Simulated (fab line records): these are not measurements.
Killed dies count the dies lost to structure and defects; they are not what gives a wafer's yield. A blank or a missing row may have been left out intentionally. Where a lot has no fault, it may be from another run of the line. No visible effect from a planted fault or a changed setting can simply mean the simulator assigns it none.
A lot that was struck, set against a sound lot | flow rit cmos | 15 out of 202 route steps
Sound: these wafers, L639.1, L639.3, L639.4. Struck: wafer L651.1 (L651.3, L651.5, from the same lot, were not struck and are left out); the cause is given at the end.
Per side, at each step with rows, come the tool, then ch with its chambers, and then its first start. Under that, the readings that differ: sound wafers | struck wafers | difference of the means | sigmas: that difference in standard deviations of wafers without a fault.
alike: readings with means less than 2 such deviations apart, plus words and numbers identical on both sides. not compared: withheld readings, readings lacking a value on some wafer, bounds such as >300 that could conceal the same value, and numbers that have no deviation in the record and whose values overlap.
The two part at a step that has a row with sigmas, a row that says differs or no value, or rows on one side only. Numbers that have no deviation but don't overlap get no sigmas and don't part them. A reading missing from all wafers of one side parts the sides only when that side holds two or more wafers.

RIT_M1_SPUTTER_00: material Al, target thk 400 nm, time 500 s.
  sound on pvd sputter-04 at day 4 10:48; struck on pvd sputter-04 at day 6 23:01
  alike: throttle valve pct
RIT_M1_RS_MEAS_01: measures by four-point-probe.
  sound on film metro-04 at day 4 11:06; struck on film metro-04 at day 6 23:19
  reading           | sound                | struck | difference | sigmas
  M1_AL_RS (ohm/sq) | 0.0728 0.0728 0.0725 | 0.0745 | +0.0018    | +2
RIT_M1_THK_MEAS_02: measures by xrf.
  sound on film metro-04 at day 4 11:13; struck on film metro-04 at day 6 23:26
  alike: M1_AL_THK
then, 6 steps without rows for these wafers: RIT_M1_HMDS_03 (prime time 60 s); RIT_M1_COAT_04 (resist thk 1300 nm); RIT_M1_SOFTBAKE_05 (time 60 s); RIT_M1_EXPOSE_06 (exposes mask M12, target cd 2600 nm); RIT_M1_PEB_07; RIT_M1_DEVELOP_08 (develop time 68 s).
RIT_M1_CD_MEAS_09: the cd target is 2600 nm.
  sound on cd sem-01 at day 4 12:17; struck on cd sem-01 at day 7 00:22
  alike: cd nm
RIT_M1_OVL_MEAS_10:
  sound on overlay-02 at day 4 12:24; struck on overlay-02 at day 7 00:29
  reading     | sound         | struck | difference | sigmas
  M1_OVL (nm) | -1.2 0.0 -0.5 | 2.4    | +3.0       | +3
then, 1 step without rows for these wafers: RIT_M1_HARDBAKE_11 (time 120 s).
RIT_M1_METAL_ETCH_12: etches Al in Cl2/BCl3, stops on SiO2, time 165 s, target depth 600 nm.
  sound on rie metal-01 ch 0,1, day 4 12:41; struck on rie metal-03 ch 0, day 7 00:47
  reading                                 | sound             | struck  | difference | sigmas
  oes product au (a.u.)                   | 0.774 0.787 0.779 | 0.740   | -0.040     | -3
  over etch frac                          | 0.5 0.5 0.5       | 0.65677 | +0.15677   |
  model.NOVOLAK_of_M1_COAT_04.thk nm (nm) | 820.8 817.1 803.3 | 776.7   | -37.0      |
  alike: drypump motor current A, throttle valve pct
  not compared: rf hours counter h
then, 1 step without rows for these wafers: RIT_M1_STRIP_13 (strips in nmp, time 600 s).
RIT_M1_PROBE_99:
  sound on prober-02 at day 4 16:13; struck on prober-01 at day 7 03:02
  reading                 | sound       | struck | difference | sigmas
  sort_bin_5_function (%) | 2.7 1.5 1.9 | 0      | -2         | -2
  alike: defect limited yield, killed_at_M0_to_M3, killed at contacts, killed at front end, killed dies, killed open, killed short, sort_bin_3_pad_short, sort_bin_6_memory, sort n pass, sort yield pct

## WHERE THEY PART
Earliest at RIT_M1_RS_MEAS_01; latest, in this record, at RIT_M1_PROBE_99.

WHY: the cause the simulator had injected
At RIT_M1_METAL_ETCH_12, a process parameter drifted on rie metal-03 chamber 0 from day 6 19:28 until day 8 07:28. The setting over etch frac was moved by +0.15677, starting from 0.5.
